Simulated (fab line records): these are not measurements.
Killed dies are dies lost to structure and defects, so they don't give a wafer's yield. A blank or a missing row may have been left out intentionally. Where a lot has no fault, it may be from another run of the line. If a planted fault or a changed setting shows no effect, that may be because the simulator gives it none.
One fault seen from 2 desks | flow ritCmos | each desk holds nothing but its own numbers, with what lay behind them at the end

== METROLOGY DESK ==
Lot by lot, what the gauges showed, no matter which tool ran the lot: averages of those sampled wafers that carry a number. Any lot whose mean is over 4 standard deviations away from the usual mean is out of limits and marked OUT; that distance is given in the brackets.
Columns: A = NWELL_OVL at RIT_NWELL_OVL_MEAS_06, usual 0.6 nm
lot  | first seen here | A
L170 | day 2 09:56     | 0.3
L171 | day 2 18:16     | 2.5
L172 | day 3 00:01     | 0.1
L173 | day 3 05:01     | 1.2
L174 | day 3 08:35     | 1.4
L175 | day 3 14:08     | -0.3
L177 | day 3 19:43     | 0.7
L178 | day 4 07:44     | 0.2
L179 | day 4 10:25     | -149.1 (-99 or more) OUT
L181 | day 4 19:35     | -150.4 (-99 or more) OUT
L182 | day 4 21:52     | 1.6
L184 | day 5 07:04     | -150.6 (-99 or more) OUT
L186 | day 5 16:27     | -150.5 (-99 or more) OUT
L188 | day 6 01:21     | 0.8
L190 | day 6 12:20     | -0.5
L191 | day 6 19:02     | 1.3
Finding of this desk: L179, L181, L184, L186 out of limits, first seen on L179 at day 4 10:25 (NWELL_OVL at RIT_NWELL_OVL_MEAS_06). Within limits: L170, L171, L172, L173, L174, L175, L177, L178, L182, L188, L190, L191.

== DESK OF THE TOOL OWNER: ilineStepper-02 ==
The tool's own readings at RIT_NWELL_EXPOSE_03 (exposes mask M2, target cd 43900 nm): means of the sampled wafers that have a number, for each lot that ran on this tool. Any lot whose mean is over 4 standard deviations away from the usual mean is out of limits and marked OUT; that distance is given in the brackets.
Columns: A = stageVelMmS at RIT_NWELL_EXPOSE_03, usual 499.97 mm/s
lot  | first seen here | A
L171 | day 2 17:53     | 500.17
L173 | day 3 04:37     | 499.92
L178 | day 4 07:20     | 499.99
L179 | day 4 09:59     | 500.07
L181 | day 4 19:10     | 500.03
L184 | day 5 06:41     | 499.88
L186 | day 5 15:59     | 499.89
This desk's verdict: no lot among the 7 shows anything out of limits.

== TAKEN TOGETHER ==
An alarm was possible from the metrology desk at day 4 10:25, on L179, L181, L184, L186.
The desk of the tool owner found nothing out of limits.
The tool owner's desk has L179, L181, L184, L186 on record, within its limits.
Every lot named ran RIT_NWELL_EXPOSE_03 on ilineStepper-02.

== WHAT THE SIMULATOR HAD INSERTED ==
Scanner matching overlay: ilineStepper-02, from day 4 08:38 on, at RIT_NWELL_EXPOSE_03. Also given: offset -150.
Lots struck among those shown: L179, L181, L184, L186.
Hours from the fault's start to each desk's first reading out of limits: the metrology desk, 2.
